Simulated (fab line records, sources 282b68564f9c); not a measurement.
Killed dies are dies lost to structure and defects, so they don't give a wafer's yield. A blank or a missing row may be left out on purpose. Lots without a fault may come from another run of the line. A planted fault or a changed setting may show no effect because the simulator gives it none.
Tool commonality check | flow rit_cmos | 13 lots, 39 wafers sampled

WHY IT WAS OPENED
At RIT_GATE_THK_MEAS_09 the reading GATE_POLY_THK is flagged on 3 of 13 lots. Wafers without a fault read 248.7 nm, standard deviation 1.7.
Rule: a lot is flagged when every wafer of it that has a number lies more than 4 standard deviations from that mean, or none has a number. The other lots count as sound.

lot  | measured    | on            | GATE_POLY_THK (nm), wafer by wafer | flag
L132 | day 2 13:35 | film_metro-03 | 248.0 246.9 247.5                  |
L133 | day 2 20:53 | film_metro-02 | 250.0 248.9 246.7                  |
L134 | day 3 02:42 | film_metro-01 | 249.2 249.3 247.7                  |
L135 | day 3 04:40 | film_metro-02 | 248.6 247.5 249.0                  |
L136 | day 3 09:08 | film_metro-01 | 249.3 250.8 249.9                  |
L137 | day 3 17:34 | film_metro-03 | 248.1 250.8 248.7                  |
L138 | day 3 19:35 | film_metro-01 | 248.9 250.4 248.8                  |
L143 | day 5 06:46 | film_metro-01 | 256.8 256.5 256.8                  | FLAGGED
L144 | day 5 13:15 | film_metro-02 | 259.2 258.1 257.9                  | FLAGGED
L145 | day 6 04:05 | film_metro-01 | 258.6 257.1 259.0                  | FLAGGED
L152 | day 7 04:45 | film_metro-03 | 251.4 250.9 250.8                  |
L153 | day 7 04:45 | film_metro-02 | 245.8 249.1 248.1                  |
L155 | day 7 11:09 | film_metro-03 | 247.3 250.3 249.6                  |
The numbers of the flagged lots are 257.8 nm on average: +9.1 nm against the usual, or +5 standard deviations.

WHICH TOOL RAN EACH LOT
The record holds 1 process step before the reading, out of a route of 202 steps. In each cell: the tool, then ch and the chambers that the sampled wafers went through, then the start.
lot  | flag    | RIT_GATE_CVD_08
L132 |         | lpcvd-02 ch 0, day 2 11:58
L133 |         | lpcvd-02 ch 1, day 2 19:17
L134 |         | lpcvd-02 ch 0, day 3 00:16
L135 |         | lpcvd-01 ch 1, day 3 03:01
L136 |         | lpcvd-02 ch 1, day 3 07:32
L137 |         | lpcvd-01 ch 0, day 3 15:56
L138 |         | lpcvd-02 ch 1, day 3 17:56
L143 | FLAGGED | lpcvd-01 ch 0, day 5 05:08
L144 | FLAGGED | lpcvd-01 ch 0, day 5 11:38
L145 | FLAGGED | lpcvd-01 ch 0, day 6 02:26
L152 |         | lpcvd-02 ch 1, day 7 03:07
L153 |         | lpcvd-02 ch 1, day 7 03:07
L155 |         | lpcvd-02 ch 1, day 7 09:32
What these steps do:
- RIT_GATE_CVD_08: deposits poly-Si from SiH4, target thk 250 nm, time 2220 s.
- RIT_GATE_THK_MEAS_09

FLAGGED OVER TOTAL, TOOL BY TOOL (the gauges that took the reading come last)
step                 | tool          | lots run | flagged | share of the flagged lots | sound lots run after its first flagged lot
RIT_GATE_CVD_08      | lpcvd-01      | 5        | 3       | all                       | 0
RIT_GATE_CVD_08      | lpcvd-02      | 8        | 0       | none                      | -
RIT_GATE_THK_MEAS_09 | film_metro-01 | 5        | 2       | some                      | 0
RIT_GATE_THK_MEAS_09 | film_metro-02 | 4        | 1       | some                      | 1 (L153)
RIT_GATE_THK_MEAS_09 | film_metro-03 | 4        | 0       | none                      | -

WHAT THE TABLE ALLOWS
1 row of the table ran every flagged lot: lpcvd-01 at RIT_GATE_CVD_08.
- lpcvd-01 at RIT_GATE_CVD_08: 3 of its 5 lots flagged. Its last sound lot is L137 (day 3 15:56), its first flagged lot L143 (day 5 05:08): a fault that began between those two fits.
One tool is left: lpcvd-01 at RIT_GATE_CVD_08.

WHAT THE SIMULATOR HAD PUT IN
Process parameter drift: lpcvd-01, from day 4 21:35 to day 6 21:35, at RIT_GATE_CVD_08. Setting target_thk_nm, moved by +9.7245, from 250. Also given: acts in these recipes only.
Lots struck among those shown: L143, L144, L145. The rule above found the same.
